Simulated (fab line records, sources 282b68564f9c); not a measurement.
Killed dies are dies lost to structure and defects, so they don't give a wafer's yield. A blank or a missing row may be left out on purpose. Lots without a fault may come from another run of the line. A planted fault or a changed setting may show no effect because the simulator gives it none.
Tool commonality check | flow rit_cmos | 15 lots, 45 wafers sampled

WHY IT WAS OPENED
At RIT_ACTIVE_THK_MEAS_02 the reading ACTIVE_OXIDE_THK is flagged on 3 of 15 lots. Wafers without a fault read 47.0 nm, standard deviation 0.98.
Rule: a lot is flagged when every wafer of it that has a number lies more than 4 standard deviations from that mean, or none has a number. The other lots count as sound.

lot  | measured    | on            | ACTIVE_OXIDE_THK (nm), wafer by wafer | flag
L149 | day 1 15:35 | film_metro-03 | 46.7 46.4 46.8                        |
L150 | day 1 21:11 | film_metro-04 | 48.6 48.4 48.8                        |
L151 | day 2 02:50 | film_metro-02 | 46.8 47.5 46.7                        |
L152 | day 2 07:44 | film_metro-02 | 46.8 47.5 47.4                        |
L153 | day 2 14:37 | film_metro-02 | 48.0 48.1 48.4                        |
L155 | day 3 00:53 | film_metro-02 | 48.1 48.3 47.6                        |
L156 | day 3 00:53 | film_metro-04 | 47.1 48.2 46.9                        |
L157 | day 3 05:21 | film_metro-03 | 41.5 41.6 41.7                        | FLAGGED
L158 | day 3 10:07 | film_metro-04 | 42.9 42.6 42.6                        | FLAGGED
L160 | day 3 20:11 | film_metro-02 | 39.0 39.1 38.8                        | FLAGGED
L161 | day 4 01:32 | film_metro-04 | 46.4 47.1 47.4                        |
L162 | day 4 07:20 | film_metro-02 | 45.1 46.0 45.4                        |
L168 | day 5 12:24 | film_metro-03 | 47.4 46.9 46.4                        |
L171 | day 6 06:07 | film_metro-03 | 47.1 47.1 46.5                        |
L172 | day 6 09:37 | film_metro-02 | 46.2 46.4 45.8                        |
The numbers of the flagged lots are 41.1 nm on average: -5.9 nm against the usual, or -6 standard deviations.

WHICH TOOL RAN EACH LOT
The record holds 1 process step before the reading, out of a route of 202 steps. In each cell: the tool, then ch and the chambers that the sampled wafers went through, then the start.
lot  | flag    | RIT_ACTIVE_OXIDATION_01
L149 |         | furnace-04 ch 0, day 1 13:37
L150 |         | furnace-04 ch 0, day 1 19:16
L151 |         | furnace-04 ch 0, day 2 00:54
L152 |         | furnace-03 ch 0, day 2 05:47
L153 |         | furnace-03 ch 0, day 2 12:40
L155 |         | furnace-04 ch 0, day 2 22:56
L156 |         | furnace-04 ch 0, day 2 22:56
L157 | FLAGGED | furnace-04 ch 0, day 3 03:25
L158 | FLAGGED | furnace-04 ch 0, day 3 08:09
L160 | FLAGGED | furnace-04 ch 0, day 3 18:14
L161 |         | furnace-03 ch 0, day 3 23:35
L162 |         | furnace-03 ch 0, day 4 05:23
L168 |         | furnace-03 ch 0, day 5 10:28
L171 |         | furnace-03 ch 0, day 6 04:10
L172 |         | furnace-03 ch 0, day 6 07:40
What these steps do:
- RIT_ACTIVE_OXIDATION_01: target thk 46.8 nm, ox time 3360 s.
- RIT_ACTIVE_THK_MEAS_02

FLAGGED OVER TOTAL, TOOL BY TOOL (the gauges that took the reading come last)
step                    | tool          | lots run | flagged | share of the flagged lots | sound lots run after its first flagged lot
RIT_ACTIVE_OXIDATION_01 | furnace-03    | 7        | 0       | none                      | -
RIT_ACTIVE_OXIDATION_01 | furnace-04    | 8        | 3       | all                       | 0
RIT_ACTIVE_THK_MEAS_02  | film_metro-02 | 7        | 1       | some                      | 2 (L162,L172)
RIT_ACTIVE_THK_MEAS_02  | film_metro-03 | 4        | 1       | some                      | 2 (L168,L171)
RIT_ACTIVE_THK_MEAS_02  | film_metro-04 | 4        | 1       | some                      | 1 (L161)

WHAT THE TABLE ALLOWS
1 row of the table ran every flagged lot: furnace-04 at RIT_ACTIVE_OXIDATION_01.
- furnace-04 at RIT_ACTIVE_OXIDATION_01: 3 of its 8 lots flagged. Its last sound lot is L155 (day 2 22:56), its first flagged lot L157 (day 3 03:25): a fault that began between those two fits.
One tool is left: furnace-04 at RIT_ACTIVE_OXIDATION_01.

WHAT THE SIMULATOR HAD PUT IN
Process parameter drift: furnace-04, from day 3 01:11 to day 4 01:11, at RIT_ACTIVE_OXIDATION_01. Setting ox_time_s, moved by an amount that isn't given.
Lots struck among those shown: L157, L158, L160. The rule above found the same.
